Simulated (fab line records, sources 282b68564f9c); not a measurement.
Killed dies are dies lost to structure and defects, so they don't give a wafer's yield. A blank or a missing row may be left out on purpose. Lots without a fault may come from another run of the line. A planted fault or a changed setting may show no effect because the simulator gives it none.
fab line records | flow rit_cmos
record lots=14 wafers=42 last_day=6
route steps=202 shown ACTIVE@12 NRETRO@59 PSD@148 CONTACT@168 M1@202
lots that met no fault: from a run of the same line without faults
start_h: hours from the record's first day to the start of the lot's first wafer shown | wait_h: hours since the lot's step before | " the same as in the row above | L1.1+2: a row that stands for several wafers | - no value, or no start given | * or withheld: withheld | < > ~ a bound
route shown NAME@n: a module of which the file shows steps, and the number in the route of the first | usual: mean/standard deviation of fault-free wafers | same: alike in all rows | chamber/n: place in a boat | sites: the reading at each site | _std_site: their standard deviation | _edge_site: outer sites' mean less inner sites' | radius_mm: how far each site lies from the wafer's centre | mask NAME#n: copy n | behind: the tool/chamber that last shaped the wafer | hold: why the lot was held/for how many hours/how that ended | device: the transistor (n, p or np) that didn't switch | end of line: the same wafers' tests at the end of the route | a step without rows: its recipe alone | killed: dies lost to structure and defects at the first sort, not the wafer's yield | map: a wafer's dies, x killed, . not, _ none there
set.NAME: the setting as run; set.NAME@STEP: as run at that earlier step | model.NAME: the simulator's own value behind a step, which no gauge read
steps of the route over a sample of lots; a table a step, a row a wafer
services: from which hour (start_h, from the record's first day; less than 0 if before it) a tool's chamber was out of use, for how many hours, and why
## steps
# step RIT_ACTIVE_CD_MEAS_11
# recipe target_cd_nm=1400
# usual cd_nm=1401.0/2.1
# columns lot.wafer tool chamber start_h wait_h cd_nm
L583.3 cd_sem-01 - 19.89 - 1399.1
L583.4 " - " " 1398.8
L583.5 " - " " 1399.4
L584.2 cd_sem-01 - 25.62 - 1402.1
L584.3 " - " " 1402.8
L584.4 " - " " 1401.3
L585.1 cd_sem-01 - 29.56 - 1399.4
L585.4 " - " " 1401.8
L585.6 " - " " 1401.9
L587.2 cd_sem-01 - 40.41 - 1399.8
L587.3 " - " " 1399.9
L587.4 " - " " 1400.3
L588.2 cd_sem-01 - 46.96 - 1400.9
L588.3 " - " " 1402.7
L588.4 " - " " 1401.7
L591.4 cd_sem-01 - 59.67 - 1401.0
L591.5 " - " " 1401.9
L591.6 " - " " 1398.0
L593.1 cd_sem-01 - 70.18 - 1399.4
L593.2 " - " " 1400.4
L593.6 " - " " 1400.8
L594.1 cd_sem-01 - 75.27 - 1402.9
L594.2 " - " " 1402.2
L594.6 " - " " 1403.3
L595.2 cd_sem-01 - 79.66 - 1399.5
L595.3 " - " " 1396.8
L595.5 " - " " 1398.7
L596.2 cd_sem-01 - 86.32 - 1403.5
L596.3 " - " " 1403.8
L596.5 " - " " 1403.4
L597.2 cd_sem-01 - 89.46 - 1399.8
L597.4 " - " " 1399.3
L597.5 " - " " 1398.7
L599.1 cd_sem-01 - 99.65 - 1399.4
L599.3 " - " " 1400.1
L599.4 " - " " 1400.2
L600.1 cd_sem-01 - 107.10 - 1402.8
L600.4 " - " " 1404.8
L600.5 " - " " 1403.1
L601.1 cd_sem-01 - 110.53 - 1400.7
L601.4 " - " " 1400.6
L601.5 " - " " 1402.2
# step RIT_NRETRO_OVL_MEAS_06
# usual NRETRO_OVL=1.1/0.96
# columns lot.wafer tool chamber start_h wait_h NRETRO_OVL[nm]
L583.3 overlay-02 - 35.85 - 1.3
L583.4 " - " " 0.5
L583.5 " - " " 0.3
L584.2 overlay-02 - 43.74 - 1.5
L584.3 " - " " 1.4
L584.4 " - " " 1.5
L585.1 overlay-01 - 47.25 - 1.5
L585.4 " - " " 1.4
L585.6 " - " " 2.0
L587.2 overlay-01 - 56.26 - 1.8
L587.3 " - " " 1.3
L587.4 " - " " 2.8
L588.2 overlay-01 - 61.71 - 2.2
L588.3 " - " " 1.6
L588.4 " - " " 0.4
L591.4 overlay-01 - 75.84 - 2.0
L591.5 " - " " 2.0
L591.6 " - " " 2.7
L593.1 overlay-01 - 86.09 - 1.7
L593.2 " - " " 1.8
L593.6 " - " " 1.6
L594.1 overlay-02 - 91.12 - 2.3
L594.2 " - " " 1.7
L594.6 " - " " 1.9
L595.2 overlay-02 - 96.43 - -0.8
L595.3 " - " " -2.3
L595.5 " - " " -1.0
L596.2 overlay-02 - 100.82 - 1.0
L596.3 " - " " 2.5
L596.5 " - " " 1.5
L597.2 overlay-01 - 106.55 - 0.9
L597.4 " - " " 2.5
L597.5 " - " " 0.2
L599.1 overlay-01 - 118.42 - 0.8
L599.3 " - " " 0.6
L599.4 " - " " 1.1
L600.1 overlay-02 - 123.44 - 0.9
L600.4 " - " " 1.8
L600.5 " - " " 0.3
L601.1 overlay-02 - 126.25 - 1.0
L601.4 " - " " 0.6
L601.5 " - " " 0.7
# step RIT_PSD_OVL_MEAS_06
# usual PSD_OVL=-0.5/1.4
# columns lot.wafer tool chamber start_h wait_h PSD_OVL[nm]
L583.3 overlay-01 - 55.10 - 0.1
L583.4 " - " " 1.1
L583.5 " - " " 0.8
L584.2 overlay-02 - 63.50 - 0.5
L584.3 " - " " -0.6
L584.4 " - " " -1.4
L585.1 overlay-01 - 68.32 - 1.4
L585.4 " - " " 2.2
L585.6 " - " " 2.1
L587.2 overlay-02 - 78.07 - 1.0
L587.3 " - " " 1.3
L587.4 " - " " 0.7
L588.2 overlay-01 - 80.50 - 0.9
L588.3 " - " " 1.7
L588.4 " - " " -0.1
L591.4 overlay-01 - 96.34 - 2.0
L591.5 " - " " 0.7
L591.6 " - " " 1.9
L593.1 overlay-02 - 108.52 - -2.2
L593.2 " - " " -3.1
L593.6 " - " " -2.0
L594.1 overlay-01 - 111.71 - 0.2
L594.2 " - " " -1.9
L594.6 " - " " 0.1
L595.2 overlay-02 - 119.49 - -1.0
L595.3 " - " " -0.3
L595.5 " - " " -0.4
L596.2 overlay-01 - 122.33 - -0.6
L596.3 " - " " -1.5
L596.5 " - " " -0.3
L597.2 overlay-01 - 126.03 - -1.2
L597.4 " - " " -2.8
L597.5 " - " " -1.1
L599.1 overlay-01 - 139.98 - -0.1
L599.3 " - " " -0.8
L599.4 " - " " -0.3
L600.1 overlay-01 - 143.07 - 1.2
L600.4 " - " " -0.2
L600.5 " - " " -0.6
L601.1 overlay-02 - 145.91 - -2.2
L601.4 " - " " -1.8
L601.5 " - " " -0.3
# step RIT_CONTACT_CVD_00
# recipe material=SiO2 target_thk_nm=400 precursor=TEOS temp_c=390 time_s=61 rf_w=400
# usual heater_power_w=350/48 rf_fwd_power_W=396.4/1.4
# columns lot.wafer tool chamber start_h wait_h heater_power_w rf_fwd_power_W
L583.3 pecvd-04 0 57.13 0.0 355 394.6
L583.4 " 1 " " 292 397.5
L583.5 " 0 " " 376 397.0
L584.2 pecvd-02 0 65.55 0.0 411 395.0
L584.3 " 2 " " 328 400.0
L584.4 " 1 " " 306 399.4
L585.1 pecvd-01 2 70.32 0.1 268 396.1
L585.4 " 1 " " 312 394.9
L585.6 " 2 " " 278 395.7
L587.2 pecvd-02 2 80.08 0.0 268 396.7
L587.3 " 1 " " 338 395.5
L587.4 " 1 " " 339 396.4
L588.2 pecvd-01 0 82.51 0.0 359 395.2
L588.3 " 1 " " 333 393.1
L588.4 " 2 " " 361 397.7
L591.4 pecvd-01 0 98.48 0.0 295 395.6
L591.5 " 2 " " 301 396.1
L591.6 " 1 " " 398 394.8
L593.1 pecvd-04 1 110.51 0.1 316 397.6
L593.2 " 0 " " 356 395.4
L593.6 " 0 " " 371 395.9
L594.1 pecvd-01 2 113.71 0.1 283 396.6
L594.2 " 1 " " 366 393.6
L594.6 " 0 " " 375 395.3
L595.2 pecvd-02 1 121.48 0.0 331 397.8
L595.3 " 0 " " 422 399.3
L595.5 " 1 " " 332 399.5
L596.2 pecvd-04 1 124.34 0.0 340 395.5
L596.3 " 0 " " 298 396.3
L596.5 " 2 " " 381 396.9
L597.2 pecvd-01 0 128.02 0.0 376 395.9
L597.4 " 1 " " 363 395.7
L597.5 " 2 " " 299 396.0
L599.1 pecvd-04 1 141.99 0.1 321 396.3
L599.3 " 2 " " 415 396.5
L599.4 " 2 " " 425 396.3
L600.1 pecvd-01 2 145.06 0.1 - -
L600.4 " 2 " " - -
L600.5 " 0 " " - -
L601.1 pecvd-02 0 147.90 0.1 - -
L601.4 " 2 " " - -
L601.5 " 1 " " - -
# step RIT_CONTACT_CD_MEAS_90
# recipe target_cd_nm=1000
# usual cd_nm=999.6/2.4
# columns lot.wafer tool chamber start_h wait_h cd_nm
L583.3 cd_sem-01 - 59.04 0.1 1001.5
L583.4 " - " " 1001.5
L583.5 " - " " 998.3
L584.2 cd_sem-01 - 67.32 0.1 997.9
L584.3 " - " " 1000.5
L584.4 " - " " 998.3
L585.1 cd_sem-01 - 72.23 0.1 1000.9
L585.4 " - " " 998.1
L585.6 " - " " 1001.0
L587.2 cd_sem-01 - 81.85 0.1 997.4
L587.3 " - " " 998.8
L587.4 " - " " 999.8
L588.2 cd_sem-01 - 84.42 0.1 1000.2
L588.3 " - " " 1001.3
L588.4 " - " " 1001.0
L591.4 cd_sem-01 - 100.27 0.1 1002.9
L591.5 " - " " 999.8
L591.6 " - " " 1000.3
L593.1 cd_sem-01 - 112.39 0.1 1002.1
L593.2 " - " " 1001.1
L593.6 " - " " 998.2
L594.1 cd_sem-01 - 115.62 0.1 1001.6
L594.2 " - " " 998.1
L594.6 " - " " 1001.5
L595.2 cd_sem-01 - 123.43 0.1 1002.2
L595.3 " - " " 1002.0
L595.5 " - " " 1002.0
L596.2 cd_sem-02 - 126.43 0.2 995.9
L596.3 " - " " 997.0
L596.5 " - " " 996.6
L597.2 cd_sem-02 - 129.79 0.1 994.3
L597.4 " - " " 995.0
L597.5 " - " " 993.8
L599.1 cd_sem-01 - 143.74 0.1 1002.9
L599.3 " - " " 1003.5
L599.4 " - " " 1001.8
L600.1 cd_sem-01 - 146.82 0.1 -
L600.4 " - " " -
L600.5 " - " " -
L601.1 cd_sem-02 - 149.78 0.1 -
L601.4 " - " " -
L601.5 " - " " -
# step RIT_M1_PROBE_99
# usual killed_at_contacts=0.1/0.23 killed_at_front_end=6/3.2 killed_dies=7/3.2 killed_on_rim=1.7/1.4 killed_open=3.4/1.8 killed_short=3.2/2.3
# same gross_dies=264 killed_at_M0_to_M3=0 killed_at_M4_up=0 killed_at_back_side=0 killed_at_other=0
# columns lot.wafer tool chamber start_h wait_h killed_at_contacts killed_at_front_end killed_dies killed_on_rim killed_open killed_short
L591.4 prober-02 - 105.12 0.2 0 5 5 2 5 0
L591.5 prober-02 - 105.17 0.2 0 12 12 4 7 5
L591.6 prober-02 - 105.22 0.2 0 7 7 2 4 3
L594.1 prober-01 - 120.26 0.1 0 9 9 2 3 6
L594.2 prober-01 - 120.31 0.1 0 7 7 1 5 2
L594.6 prober-01 - 120.51 0.2 0 4 4 1 4 0
L596.2 prober-01 - 131.00 0.1 0 2 2 2 1 1
L596.3 prober-01 - 131.05 0.2 0 5 5 1 2 3
L596.5 prober-01 - 131.15 0.2 0 11 11 2 4 7
L597.2 prober-02 - 134.43 0.1 0 5 5 1 3 2
L597.4 prober-02 - 134.53 0.2 0 9 9 2 7 2
L597.5 prober-02 - 134.58 0.2 0 9 9 2 3 6
L600.1 prober-01 - 151.50 0.1 263 1 264 70 1 0
L600.4 prober-01 - 151.65 0.2 264 0 264 70 0 0
L600.5 prober-01 - 151.70 0.2 262 2 264 70 2 1
L601.1 prober-02 - 154.39 0.1 262 2 264 70 0 2
L601.4 prober-02 - 154.54 0.2 264 0 264 70 0 0
L601.5 prober-02 - 154.59 0.2 262 2 264 70 0 2
# killed by level:class
L591.4 SPACER:geometric_particle:open=2 GATE:geometric_particle:open=1 REOX:geometric_particle:open=1 SILICIDE:geometric_particle:open=1
L591.5 GATE:geometric_particle:short=4 FOX2:geometric_particle:open=3 FOX1:geometric_particle:open=2 GATE:geometric_particle:open=2 FOX1:geometric_particle:short=1
L591.6 FOX1:geometric_particle:open=1 FOX2:geometric_particle:short=1 GATE:geometric_particle:short=1 REOX:geometric_particle:open=1 SPACER:geometric_particle:short=1 SPACER:geometric_particle:open=1 SILICIDE:geometric_particle:open=1
L594.1 FOX1:geometric_particle:short=2 FOX2:geometric_particle:open=2 GATE:geometric_particle:short=2 FOX1:geometric_particle:open=1 FOX2:geometric_particle:short=1 REOX:geometric_particle:short=1
L594.2 FOX1:geometric_particle:open=2 FOX2:geometric_particle:open=1 GATE:geometric_particle:open=1 GATE:geometric_particle:short=1 REOX:geometric_particle:short=1 SPACER:geometric_particle:open=1
L594.6 GATE:geometric_particle:open=2 REOX:geometric_particle:open=1 SILICIDE:geometric_particle:open=1
L596.2 REOX:geometric_particle:short=1 REOX:geometric_particle:open=1
L596.3 GATE:geometric_particle:short=2 FOX2:geometric_particle:short=1 GATE:geometric_particle:open=1 SILICIDE:geometric_particle:open=1
L596.5 REOX:geometric_particle:short=3 FOX1:geometric_particle:short=1 FOX2:geometric_particle:short=1 FOX2:geometric_particle:open=1 GATE:geometric_particle:open=1 GATE:geometric_particle:short=1 REOX:geometric_particle:open=1 SPACER:geometric_particle:short=1
L597.2 GATE:geometric_particle:open=3 FOX1:geometric_particle:short=1 SPACER:geometric_particle:short=1
L597.4 GATE:geometric_particle:open=5 FOX1:geometric_particle:short=1 FOX2:geometric_particle:open=1 GATE:geometric_particle:short=1 SPACER:geometric_particle:open=1
L597.5 GATE:geometric_particle:short=3 FOX2:geometric_particle:short=2 GATE:geometric_particle:open=2 FOX1:geometric_particle:short=1 FOX1:geometric_particle:open=1
L600.1 CONTACT:lost_pattern=260 CONTACT:area_cvd=3 GATE:geometric_particle:open=1
L600.4 CONTACT:lost_pattern=262 CONTACT:area_cvd=2
L600.5 CONTACT:lost_pattern=258 CONTACT:area_cvd=3 FOX1:geometric_particle:open=1 GATE:geometric_particle:open=1 CONTACT:geometric_particle:short=1
L601.1 CONTACT:lost_pattern=259 CONTACT:area_cvd=3 GATE:geometric_particle:short=1 REOX:geometric_particle:short=1
L601.4 CONTACT:lost_pattern=264
L601.5 CONTACT:lost_pattern=262 GATE:geometric_particle:short=1 REOX:geometric_particle:short=1
## services
# columns tool chamber start_h hours kind
pecvd-04 - 91.66 14.6 pm
## key
first_sign step=RIT_CONTACT_CVD_00 reading=tool_record direction=missing
effect step=RIT_CONTACT_CD_MEAS_90 reading=cd_nm direction=missing
effect step=RIT_M1_PROBE_99 reading=killed_at_contacts direction=up sigmas=99+ usual=0.1 struck=262.8
met_at RIT_CONTACT_CVD_00
struck_lots L600,L601
later_rows_left_out L600.1,L600.4,L600.5,L601.1,L601.4,L601.5
tester_left_out L600,L601
not_acting_at RIT_ACTIVE_CD_MEAS_11,RIT_NRETRO_OVL_MEAS_06,RIT_PSD_OVL_MEAS_06
onset_between 141.99 145.06
fault kind=skipped_step_whole tool=pecvd-01,pecvd-02,pecvd-04 chamber=- onset_h=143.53 steps=RIT_CONTACT_CVD_00 scope=struck_lots_only
# tester_left_out: of these lots the tester's yield and bins aren't shown, on N5 and GAA mostly nor the transistor test; their killed dies are dies lost to structure and defects alone, not to doping, threshold or leakage, so they don't give the yield
# later_rows_left_out: the simulator's readings of these wafers behind a module that went badly wrong aren't trusted and aren't shown, but for the sort
